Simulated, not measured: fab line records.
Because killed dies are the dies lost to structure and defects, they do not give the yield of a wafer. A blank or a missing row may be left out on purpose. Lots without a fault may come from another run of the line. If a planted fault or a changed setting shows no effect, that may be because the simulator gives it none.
fab line records	flow rit_cmos
[record] lots = 15	wafers = 45	last_day = 7
route steps=202 shown GATE@93 PLDD@123 SDANNEAL@156 PSD@157 CONTACT@168 M1@202
lots that met no fault: from a run of the same line without faults
start_h: hours from the record's first day to the start of the lot's first wafer shown	wait_h: time in hours since the lot's previous step	" the same as in the row above	L1.1+2: a row that stands for several wafers	- either no value or no given start	* or withheld: withheld	< > ~ a bound
route shown NAME@n: a module of which the file shows steps, and the number in the route of the first	usual: mean and standard deviation over wafers with no fault	same: alike in all rows	chamber/n: place in a boat	sites: each site's reading	_std_site: standard deviation of those values	_edge_site: outer sites' mean less inner sites'	radius_mm: how far each site lies from the wafer's centre	mask NAME#n: copy n	behind: the tool/chamber that last shaped the wafer	hold: why the lot went on hold/how many hours it stayed there/how the hold came to an end	device: the n, p or np transistor that did not switch	end of line: at the end of the route, the tests of the same wafers	step lacking rows: just its recipe	killed: dies lost to structure and defects at the first sort, not the wafer's yield	map: per-die view of a wafer (x killed, . not killed, _ where there is no die)
set.NAME: the setting as run; set.NAME@STEP: as run at that earlier step	model.NAME: the simulator's own value behind a step, which no gauge read
the route's steps for a sample of lots (tables are steps, rows are wafers)
services: when a tool's chamber went out of use (start_h, in hours from the record's first day, below 0 if earlier), for how many hours, and the reason
[[steps]]
[step RIT_GATE_OVL_MEAS_17]
[usual] GATE_OVL = -1.6/1.4
lot.wafer	tool	chamber	start_h	wait_h	GATE_OVL[nm]
L152.2	overlay-01	-	47.17	0.1	-1.5
L152.3	"	-	"	"	-1.3
L152.4	"	-	"	"	-2.6
L153.2	overlay-01	-	52.09	0.1	-1.4
L153.3	"	-	"	"	0.6
L153.5	"	-	"	"	-2.5
L154.4	overlay-01	-	69.18	0.1	-2.4
L154.5	"	-	"	"	-0.3
L154.6	"	-	"	"	-0.6
L155.1	overlay-01	-	77.62	0.1	-3.6
L155.4	"	-	"	"	-2.2
L155.5	"	-	"	"	-2.3
L156.1	overlay-02	-	77.86	0.1	-1.4
L156.2	"	-	"	"	-0.2
L156.6	"	-	"	"	-1.3
L157.4	overlay-02	-	81.25	0.1	-3.1
L157.5	"	-	"	"	-1.9
L157.6	"	-	"	"	-1.4
L158.4	overlay-02	-	84.28	0.1	-4.7
L158.5	"	-	"	"	-0.8
L158.6	"	-	"	"	-2.8
L159.1	overlay-01	-	100.47	0.1	-2.3
L159.3	"	-	"	"	-0.5
L159.4	"	-	"	"	-1.7
L160.1	overlay-02	-	100.71	0.1	-0.3
L160.3	"	-	"	"	-1.3
L160.4	"	-	"	"	-1.4
L163.2	overlay-01	-	111.11	0.1	-2.8
L163.4	"	-	"	"	-2.2
L163.6	"	-	"	"	-3.1
L169.1	overlay-02	-	130.98	0.1	0.0
L169.5	"	-	"	"	0.0
L169.6	"	-	"	"	-0.1
L168.1	overlay-02	-	131.19	0.1	-0.5
L168.4	"	-	"	"	-1.6
L168.6	"	-	"	"	-1.9
L171.1	overlay-02	-	134.86	0.1	-3.1
L171.3	"	-	"	"	-4.0
L171.6	"	-	"	"	-3.3
L172.1	overlay-01	-	144.00	0.1	1.6
L172.3	"	-	"	"	-0.2
L172.5	"	-	"	"	-0.7
L175.1	overlay-01	-	157.87	0.1	-2.2
L175.4	"	-	"	"	-3.0
L175.6	"	-	"	"	-3.3
[step RIT_PLDD_STRIP_09]
[recipe] chemistry = O2	time_s = 180	resist = NOVOLAK	platen_temp_c = withheld	power_w = 500	pressure_mtorr = 4000	o2_flow_sccm = 4000
[usual] drypump_motor_current_A = 5.5/0.54
lot.wafer	tool	chamber	start_h	wait_h	drypump_motor_current_A	rf_hours_counter_h
L152.2	plasma_asher-04	1	54.78	0.1	4.9	44
L152.3	"	1	"	"	4.9	-
L152.4	"	0	"	"	5.5	-
L153.2	plasma_asher-02	0	67.80	0.1	5.7	42
L153.3	"	0	"	"	5.7	-
L153.5	"	0	"	"	5.7	-
L154.4	plasma_asher-04	0	80.33	0.1	5.6	-
L154.5	"	1	"	"	4.9	-
L154.6	"	0	"	"	5.6	-
L155.1	plasma_asher-03	1	84.30	0.1	4.7	42
L155.4	"	1	"	"	4.7	-
L155.5	"	1	"	"	4.7	-
L156.1	plasma_asher-04	0	86.89	0.1	5.5	46
L156.2	"	1	"	"	4.9	46
L156.6	"	0	"	"	5.5	-
L157.4	plasma_asher-02	1	92.71	0.1	6.4	-
L157.5	"	1	"	"	6.4	-
L157.6	"	0	"	"	5.7	-
L158.4	plasma_asher-04	1	92.89	0.1	4.9	-
L158.5	"	1	"	"	4.9	-
L158.6	"	0	"	"	5.5	-
L159.1	plasma_asher-04	0	110.85	0.1	5.6	49
L159.3	"	1	"	"	4.9	-
L159.4	"	0	"	"	5.6	-
L160.1	plasma_asher-02	1	111.09	0.1	6.4	46
L160.3	"	1	"	"	6.4	-
L160.4	"	0	"	"	5.7	-
L163.2	plasma_asher-03	0	118.48	0.1	5.7	0
L163.4	"	1	"	"	4.7	-
L163.6	"	1	"	"	4.7	-
L169.1	plasma_asher-02	0	138.61	0.1	5.7	50
L169.5	"	0	"	"	5.7	-
L169.6	"	1	"	"	6.5	-
L168.1	plasma_asher-03	0	138.82	0.1	5.7	3
L168.4	"	0	"	"	5.7	-
L168.6	"	0	"	"	5.7	-
L171.1	plasma_asher-02	0	142.70	0.1	5.7	51
L171.3	"	0	"	"	5.7	-
L171.6	"	1	"	"	6.4	-
L172.1	plasma_asher-03	0	150.69	0.1	5.7	5
L172.3	"	1	"	"	4.7	-
L172.5	"	1	"	"	4.7	-
L175.1	plasma_asher-04	1	164.18	0.1	4.9	57
L175.4	"	0	"	"	5.5	-
L175.6	"	0	"	"	5.5	-
[step RIT_SDANNEAL_RTA_03]
[recipe] temp_c = 1050	time_s = 5	idle_temp_c = 600	ramp_up_c_per_s = 342	ramp_down_c_per_s = 171	cool_to_c = 600	ambient = N2
[usual] wafer_temp_C_max = 1053.6/1.1
lot.wafer	tool	chamber	start_h	wait_h	wafer_temp_C_max
L152.2	rtp_anneal-02	0	60.89	0.0	1053.6
L152.3	"	0	"	"	1053.7
L152.4	"	0	"	"	1053.7
L153.2	rtp_anneal-01	0	73.87	0.0	1053.4
L153.3	"	0	"	"	1052.0
L153.5	"	0	"	"	1054.7
L154.4	rtp_anneal-02	0	86.75	0.0	1053.2
L154.5	"	0	"	"	1053.3
L154.6	"	0	"	"	1053.3
L155.1	rtp_anneal-01	0	90.53	0.0	1055.1
L155.4	"	0	"	"	1053.9
L155.5	"	0	"	"	1054.5
L156.1	rtp_anneal-02	0	93.03	0.0	1057.4
L156.2	"	0	"	"	1052.5
L156.6	"	0	"	"	1052.8
L157.4	rtp_anneal-01	0	99.23	0.0	1055.0
L157.5	"	0	"	"	1053.4
L157.6	"	0	"	"	1052.9
L158.4	rtp_anneal-02	0	99.55	0.0	1055.3
L158.5	"	0	"	"	1053.5
L158.6	"	0	"	"	1053.5
L159.1	rtp_anneal-01	0	118.09	0.0	1054.0
L159.3	"	0	"	"	1053.8
L159.4	"	0	"	"	1052.7
L160.1	rtp_anneal-02	0	118.24	0.0	1054.1
L160.3	"	0	"	"	1054.2
L160.4	"	0	"	"	1052.9
L163.2	rtp_anneal-01	0	126.89	0.0	1053.5
L163.4	"	0	"	"	1051.8
L163.6	"	0	"	"	1053.2
L169.1	rtp_anneal-02	0	144.70	0.0	1054.8
L169.5	"	0	"	"	1054.0
L169.6	"	0	"	"	1054.0
L168.1	rtp_anneal-01	0	145.02	0.0	1053.2
L168.4	"	0	"	"	1055.1
L168.6	"	0	"	"	1054.3
L171.1	rtp_anneal-02	0	148.97	0.0	1056.3
L171.3	"	0	"	"	1052.0
L171.6	"	0	"	"	1053.9
L172.1	rtp_anneal-02	0	156.78	0.0	1052.7
L172.3	"	0	"	"	1053.9
L172.5	"	0	"	"	1053.5
L175.1	rtp_anneal-01	0	170.43	0.0	1052.7
L175.4	"	0	"	"	1053.6
L175.6	"	0	"	"	1053.4
[step RIT_SDANNEAL_RS_MEAS_04]
[recipe] thk_meas_gauge = four-point-probe
[usual] PSD_RS = 115.79/0.26
lot.wafer	tool	chamber	start_h	wait_h	PSD_RS[ohm/sq]
L152.2	film_metro-02	-	60.96	0.1	115.86
L152.3	"	-	"	"	115.69
L152.4	"	-	"	"	115.60
L153.2	film_metro-02	-	73.94	0.1	115.96
L153.3	"	-	"	"	116.02
L153.5	"	-	"	"	115.98
L154.4	film_metro-03	-	86.84	0.1	115.74
L154.5	"	-	"	"	115.50
L154.6	"	-	"	"	115.66
L155.1	film_metro-03	-	90.58	0.0	115.67
L155.4	"	-	"	"	115.64
L155.5	"	-	"	"	115.59
L156.1	film_metro-03	-	93.09	0.0	115.90
L156.2	"	-	"	"	115.97
L156.6	"	-	"	"	116.07
L157.4	film_metro-03	-	99.32	0.1	115.74
L157.5	"	-	"	"	115.88
L157.6	"	-	"	"	115.89
L158.4	film_metro-01	-	99.69	0.1	115.37
L158.5	"	-	"	"	115.16
L158.6	"	-	"	"	115.61
L159.1	film_metro-03	-	118.15	0.0	115.66
L159.3	"	-	"	"	115.37
L159.4	"	-	"	"	115.61
L160.1	film_metro-02	-	118.30	0.0	115.88
L160.3	"	-	"	"	116.00
L160.4	"	-	"	"	115.96
L163.2	film_metro-03	-	126.96	0.1	115.66
L163.4	"	-	"	"	116.01
L163.6	"	-	"	"	115.73
L169.1	film_metro-01	-	144.76	0.0	127.58
L169.5	"	-	"	"	127.63
L169.6	"	-	"	"	127.67
L168.1	film_metro-02	-	145.08	0.0	115.96
L168.4	"	-	"	"	115.58
L168.6	"	-	"	"	115.43
L171.1	film_metro-03	-	149.03	0.0	128.18
L171.3	"	-	"	"	128.02
L171.6	"	-	"	"	128.19
L172.1	film_metro-03	-	156.84	0.0	128.50
L172.3	"	-	"	"	128.13
L172.5	"	-	"	"	128.09
L175.1	film_metro-01	-	170.49	0.0	115.53
L175.4	"	-	"	"	115.55
L175.6	"	-	"	"	115.32
[step RIT_SDANNEAL_RS_MEAS_06]
[recipe] thk_meas_gauge = four-point-probe
[usual] PLDD_RS = 178.5/0.44
lot.wafer	tool	chamber	start_h	wait_h	PLDD_RS[ohm/sq]
L152.2	film_metro-02	-	61.20	0.1	178.8
L152.3	"	-	"	"	178.4
L152.4	"	-	"	"	178.2
L153.2	film_metro-02	-	74.18	0.1	178.5
L153.3	"	-	"	"	178.5
L153.5	"	-	"	"	178.4
L154.4	film_metro-03	-	87.08	0.1	177.9
L154.5	"	-	"	"	178.1
L154.6	"	-	"	"	177.7
L155.1	film_metro-03	-	90.82	0.1	178.3
L155.4	"	-	"	"	177.9
L155.5	"	-	"	"	178.3
L156.1	film_metro-03	-	93.33	0.1	178.4
L156.2	"	-	"	"	178.0
L156.6	"	-	"	"	178.2
L157.4	film_metro-03	-	99.56	0.1	178.9
L157.5	"	-	"	"	179.5
L157.6	"	-	"	"	178.9
L158.4	film_metro-01	-	99.93	0.1	178.9
L158.5	"	-	"	"	178.6
L158.6	"	-	"	"	178.3
L159.1	film_metro-03	-	118.39	0.1	178.0
L159.3	"	-	"	"	178.3
L159.4	"	-	"	"	178.3
L160.1	film_metro-02	-	118.54	0.1	178.7
L160.3	"	-	"	"	178.7
L160.4	"	-	"	"	178.6
L163.2	film_metro-03	-	127.20	0.1	178.0
L163.4	"	-	"	"	178.9
L163.6	"	-	"	"	178.7
L169.1	film_metro-01	-	145.00	0.1	190.3
L169.5	"	-	"	"	190.7
L169.6	"	-	"	"	190.7
L168.1	film_metro-02	-	145.32	0.1	178.3
L168.4	"	-	"	"	178.5
L168.6	"	-	"	"	178.4
L171.1	film_metro-03	-	149.27	0.1	191.5
L171.3	"	-	"	"	191.5
L171.6	"	-	"	"	191.3
L172.1	film_metro-03	-	157.08	0.1	191.0
L172.3	"	-	"	"	190.7
L172.5	"	-	"	"	191.0
L175.1	film_metro-01	-	170.73	0.1	178.7
L175.4	"	-	"	"	178.5
L175.6	"	-	"	"	178.3
[step RIT_CONTACT_CVD_00]
[recipe] material = SiO2	target_thk_nm = 400	precursor = TEOS	temp_c = 390	time_s = 61	rf_w = 400
[usual] heater_power_w = 320/57
lot.wafer	tool	chamber	start_h	wait_h	heater_power_w
L152.2	pecvd-03	1	61.93	0.0	369
L152.3	"	0	"	"	301
L152.4	"	2	"	"	363
L153.2	pecvd-02	1	74.92	0.0	237
L153.3	"	0	"	"	371
L153.5	"	2	"	"	299
L154.4	pecvd-04	0	87.81	0.0	300
L154.5	"	1	"	"	470
L154.6	"	2	"	"	270
L155.1	pecvd-03	0	91.59	0.1	359
L155.4	"	1	"	"	320
L155.5	"	0	"	"	271
L156.1	pecvd-02	2	94.09	0.1	240
L156.2	"	0	"	"	333
L156.6	"	1	"	"	259
L157.4	pecvd-04	0	100.28	0.0	295
L157.5	"	2	"	"	302
L157.6	"	1	"	"	341
L158.4	pecvd-03	1	100.66	0.0	343
L158.5	"	0	"	"	272
L158.6	"	2	"	"	358
L159.1	pecvd-02	2	119.14	0.1	298
L159.3	"	1	"	"	260
L159.4	"	0	"	"	356
L160.1	pecvd-04	1	119.29	0.1	414
L160.3	"	2	"	"	323
L160.4	"	2	"	"	318
L163.2	pecvd-03	1	127.94	0.0	388
L163.4	"	1	"	"	379
L163.6	"	0	"	"	352
L169.1	pecvd-02	2	145.75	0.1	263
L169.5	"	0	"	"	366
L169.6	"	1	"	"	195
L168.1	pecvd-03	0	146.08	0.1	295
L168.4	"	2	"	"	341
L168.6	"	0	"	"	313
L171.1	pecvd-04	2	150.03	0.1	304
L171.3	"	0	"	"	323
L171.6	"	1	"	"	445
L172.1	pecvd-03	0	157.84	0.1	310
L172.3	"	1	"	"	290
L172.5	"	2	"	"	381
L175.1	pecvd-03	1	171.49	0.1	315
L175.4	"	0	"	"	372
L175.6	"	2	"	"	339
[step RIT_M1_PROBE_99]
[usual] killed_at_contacts = 0.1/0.23	killed_at_front_end = 6.7/2.9	killed_dies = 6.8/2.9	killed_open = 3.5/2.1	killed_short = 3.2/1.9
[same] gross_dies = 264	killed_at_M0_to_M3 = 0	killed_at_M4_up = 0	killed_at_back_side = 0	killed_at_other = 0
lot.wafer	tool	chamber	start_h	wait_h	killed_at_contacts	killed_at_front_end	killed_dies	killed_open	killed_short
L169.1	prober-01	-	152.46	0.1	0	9	9	5	4
L169.5	prober-01	-	152.66	0.2	0	9	9	3	6
L169.6	prober-01	-	152.71	0.2	0	7	7	6	1
L171.1	prober-01	-	156.77	0.1	0	10	10	4	6
L171.3	prober-01	-	156.87	0.2	0	10	10	3	7
L171.6	prober-01	-	157.02	0.2	0	4	4	3	1
L172.1	prober-01	-	164.39	0.1	0	2	2	1	1
L172.3	prober-01	-	164.49	0.2	0	5	5	2	3
L172.5	prober-01	-	164.59	0.2	0	1	1	0	1
// killed by level:class
L169.1 FOX1:geometric_particle:open=1 FOX1:geometric_particle:short=1 FOX2:geometric_particle:short=1 GATE:geometric_particle:open=1 GATE:geometric_particle:short=1 REOX:geometric_particle:open=1 SPACER:geometric_particle:open=1 SPACER:geometric_particle:short=1
L169.5 GATE:geometric_particle:short=2 SPACER:geometric_particle:short=2 FOX2:geometric_particle:open=1 GATE:geometric_particle:open=1 REOX:geometric_particle:open=1 REOX:geometric_particle:short=1 SILICIDE:geometric_particle:short=1
L169.6 GATE:geometric_particle:open=5 GATE:geometric_particle:short=1 SPACER:geometric_particle:open=1
L171.1 GATE:geometric_particle:short=3 REOX:geometric_particle:open=2 SPACER:geometric_particle:short=2 FOX2:geometric_particle:short=1 GATE:geometric_particle:open=1 SPACER:geometric_particle:open=1
L171.3 GATE:geometric_particle:short=4 GATE:geometric_particle:open=2 REOX:geometric_particle:short=2 FOX1:geometric_particle:short=1 FOX1:geometric_particle:open=1
L171.6 FOX1:geometric_particle:open=1 FOX2:geometric_particle:short=1 SPACER:geometric_particle:open=1 SILICIDE:geometric_particle:open=1
L172.1 FOX1:geometric_particle:short=1 FOX1:geometric_particle:open=1
L172.3 FOX1:geometric_particle:short=1 FOX2:geometric_particle:open=1 REOX:geometric_particle:short=1 SILICIDE:geometric_particle:open=1 SILICIDE:geometric_particle:short=1
L172.5 GATE:geometric_particle:short=1
[[services]]
tool	chamber	start_h	hours	kind
pecvd-02	1	34.28	5.7	repair
pecvd-03	2	91.31	9.2	repair
plasma_asher-03	-	108.88	9.0	pm
plasma_asher-03	0	108.88	9.0	vent_cycle
plasma_asher-03	1	108.88	9.0	vent_cycle
plasma_asher-03	0	117.88	-	clean
plasma_asher-03	1	117.88	-	clean
pecvd-04	-	126.76	1.3	repair
pecvd-04	-	154.77	6.0	pm
pecvd-03	1	161.47	3.6	repair
plasma_asher-03	-	162.81	2.8	pm
[[key]]
[first_sign] step = RIT_SDANNEAL_RS_MEAS_04	reading = PSD_RS	direction = up	sigmas = 47	usual = 115.79	struck = 128.00
[effect] step = RIT_SDANNEAL_RS_MEAS_06	reading = PLDD_RS	direction = up	sigmas = 29	usual = 178.5	struck = 191.0
met_at RIT_SDANNEAL_RTA_03
struck_lots L169,L171,L172
tester_left_out L169,L171,L172
not_acting_at RIT_GATE_OVL_MEAS_17,RIT_PLDD_STRIP_09,RIT_CONTACT_CVD_00
onset_between 118.24 144.70
[fault] kind = process_parameter_drift	tool = rtp_anneal-02	chamber = -	onset_h = 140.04	steps = RIT_SDANNEAL_RTA_03	channel = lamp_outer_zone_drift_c	offset = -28	shape = step	end_h = 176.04
// tester_left_out: of these lots the tester's yield and bins aren't shown, on N5 and GAA mostly nor the transistor test; their killed dies are dies lost to structure and defects alone, not to doping, threshold or leakage, so they don't give the yield
